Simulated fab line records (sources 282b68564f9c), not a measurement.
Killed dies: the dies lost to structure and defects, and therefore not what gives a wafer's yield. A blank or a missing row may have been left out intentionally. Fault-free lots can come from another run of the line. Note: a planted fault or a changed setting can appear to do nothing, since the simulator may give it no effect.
Struck lot and sound lot, side by side | flow ritCmos | 15 steps out of a route of 202
Sound: the wafers L456.1, L456.3, L456.5. Wafers L469.2, L469.3, L469.5 were the ones struck. The cause is named last.
At each step with rows: each side's tool, then ch and its chambers, then its first start. Under that, the readings that differ: sound wafers | struck wafers | difference of the means | sigmas: that difference in standard deviations of wafers without a fault.
alike: a reading whose means differ by less than 2 such deviations, as well as words and numbers matching on both sides. not compared: withheld readings; readings where some wafer has no value; bounds like >300 that might hide an equal value; numbers whose values overlap and for which the record gives no deviation.
A row with sigmas, a row that says differs or no value, or rows on one side alone: a step with any of these is where the two part. Numbers that have no deviation but don't overlap get no sigmas and don't part them. Lack of a reading on every wafer of one side parts them only where that side has two or more wafers.

first, 2 steps without rows for these wafers: RIT_PLDD_HARDBAKE_07 (time 60 s); RIT_PLDD_IMPLANT_08.
RIT_PLDD_STRIP_09: strips in O2, time 180 s.
  sound on plasmaAsher-03 ch 0,1, day 3 00:17; struck on plasmaAsher-03 ch 1, day 5 13:17
  alike: drypumpMotorCurrentA
  not compared: rfHoursCounterH
RIT_PLDD_TW_MEAS_10:
  struck on filmMetro-01, day 5 13:28; sound on filmMetro-01, day 3 00:27
  alike: PLDD_TW
then, 4 steps without rows for these wafers: RIT_SPACER_CLEAN_00 (cleans in SC1, time 600 s); RIT_SPACER_CLEAN_01 (cleans in dHF, time 30 s); RIT_SPACER_CLEAN_02 (cleans in SC2, time 600 s); RIT_SPACER_CVD_03 (deposits Si3N4 from SiH2Cl2/NH3, target thk 250 nm, time 3300 s).
RIT_SPACER_THK_MEAS_04:
  struck on filmMetro-03, day 5 15:49; sound on filmMetro-01, day 3 02:58
  alike: SPACER_NITRIDE_THK
RIT_SPACER_ETCHBACK_05: etches Si3N4 in SF6/CHF3, stops on SiO2, target depth 250 nm, time 246.9 s.
  sound on rieDiel-01 ch 0,2,3, day 3 03:02; struck on rieDiel-01 ch 0,2, day 5 15:52
  alike: drypumpMotorCurrentA, oesProductAu, throttleValvePct
  not compared: rfHoursCounterH
then, 2 steps without rows for these wafers: RIT_NSD_HMDS_00 (prime time 60 s); RIT_NSD_COAT_01 (resist thk 1000 nm).
RIT_NSD_SOFTBAKE_02: time 60 s.
  sound on lithoTrack-04 ch 0, day 3 03:29; struck on lithoTrack-02 ch 0, day 5 16:20
reading        | sound             | struck               | difference | sigmas
runLengthS (s) | 89.28 89.31 89.26 | 104.05 103.85 104.12 | +14.72     | +87
  alike: resistLineTempC
then, 1 step without rows for these wafers: RIT_NSD_EXPOSE_03 (exposes mask M9, target cd 40700 nm).
RIT_M1_PROBE_99:
  struck on prober-01, day 6 02:55; sound on prober-02, day 3 14:25
  alike: killedAtFrontEnd, killedDies, killedOnRim, killedOpen, killedShort

WHERE THEY PART
At RIT_NSD_SOFTBAKE_02 and nowhere else, as far as this record goes. Later steps at which nothing parts them and some readings are alike: RIT_M1_PROBE_99.

WHY: what had been put in by the simulator
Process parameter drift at RIT_NSD_SOFTBAKE_02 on lithoTrack-02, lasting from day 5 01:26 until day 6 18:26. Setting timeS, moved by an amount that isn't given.
